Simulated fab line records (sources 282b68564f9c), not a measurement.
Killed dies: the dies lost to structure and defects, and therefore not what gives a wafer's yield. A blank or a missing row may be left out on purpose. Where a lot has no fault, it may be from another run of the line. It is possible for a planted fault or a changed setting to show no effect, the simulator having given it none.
Matching of chambers | flow rit cmos | RIT_GATE_ETCH_19 on rie si-02: 4 sister chambers
The step etches poly-Si in SF6/CHF3/O2, stops on SiO2, time 165 s, target depth 312.5 nm. 14 wafers are shown with their chamber, then 7 later ones without.

## WAFERS PAIRED WITH THEIR CHAMBERS
wafer  | chamber | drypump motor current A (A) | throttle valve pct (%) | oes product au (a.u.)
L747.1 | 0       | 5.9                         | 10.41                  | 0.843
L747.3 | 2       | 5.6                         | 10.25                  | 0.852
L747.5 | 2       | 5.5                         | 10.26                  | 0.839
L749.2 | 2       | 5.6                         | 10.25                  | 0.844
L749.3 | 1       | 4.8                         | 10.37                  | 0.851
L749.5 | 1       | 4.8                         | 10.34                  | 0.849
L751.1 | 3       | 5.8                         | 10.41                  | 0.851
L751.2 | 2       | 5.6                         | 10.24                  | 0.851
L751.6 | 0       | 5.9                         | 10.41                  | 0.851
L757.2 | 1       | 4.8                         | 10.35                  | 0.856
L757.4 | 3       | 5.8                         | 10.39                  | 0.854
L757.6 | 1       | 4.8                         | 10.34                  | 0.845
L765.1 | 1       | 4.8                         | 10.35                  | 0.847
L765.2 | 0       | 5.9                         | 10.43                  | 0.842

SIGNATURES, as means of the wafers listed above
reading                 | chamber 0 | chamber 1 | chamber 2 | chamber 3 | scatter within a chamber
drypump motor current A | 5.900     | 4.800     | 5.575     | 5.800     | 0.0274
throttle valve pct      | 10.4167   | 10.3500   | 10.2500   | 10.4000   | 0.0113
oes product au          | 0.84533   | 0.84960   | 0.84650   | 0.85250   | 0.00487
Rule: a wafer's distance from a chamber is the root of the sum, over the readings, of the square of ((its reading less the chamber's mean) divided by the reading's scatter). If the next closest chamber is less than 2 further off than the closest, the wafer can't be placed; otherwise it belongs to the closest. The scatter: the root of (the sum of the squares of (reading less its chamber's mean) over the shown wafers, divided by (wafers less chambers)).

## WAFERS WITH NO CHAMBER GIVEN
wafer  | drypump motor current A (A) | throttle valve pct (%) | oes product au (a.u.)
L765.3 | 5.5                         | 10.24                  | 0.829
L767.2 | 5.6                         | 10.26                  | 0.830
L767.3 | 5.7                         | 10.40                  | 0.841
L767.5 | 5.7                         | 10.38                  | 0.845
L769.2 | 5.6                         | 10.24                  | 0.843
L769.3 | 5.9                         | 10.40                  | 0.853
L769.6 | 5.6                         | 10.24                  | 0.835

## CHAMBER TAKEN BY EACH
wafer  | from the rows above     | in truth
L765.3 | 2                       | 2
L767.2 | 2                       | 2
L767.3 | 3                       | 3
L767.5 | 3                       | 3
L769.2 | 2                       | 2
L769.3 | can't be placed: 0 or 3 | 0
L769.6 | 2                       | 2
6 of 7 placed correctly. These rows do not allow placing 1 (true chamber among the candidates in 1). Number placed wrongly: 0.
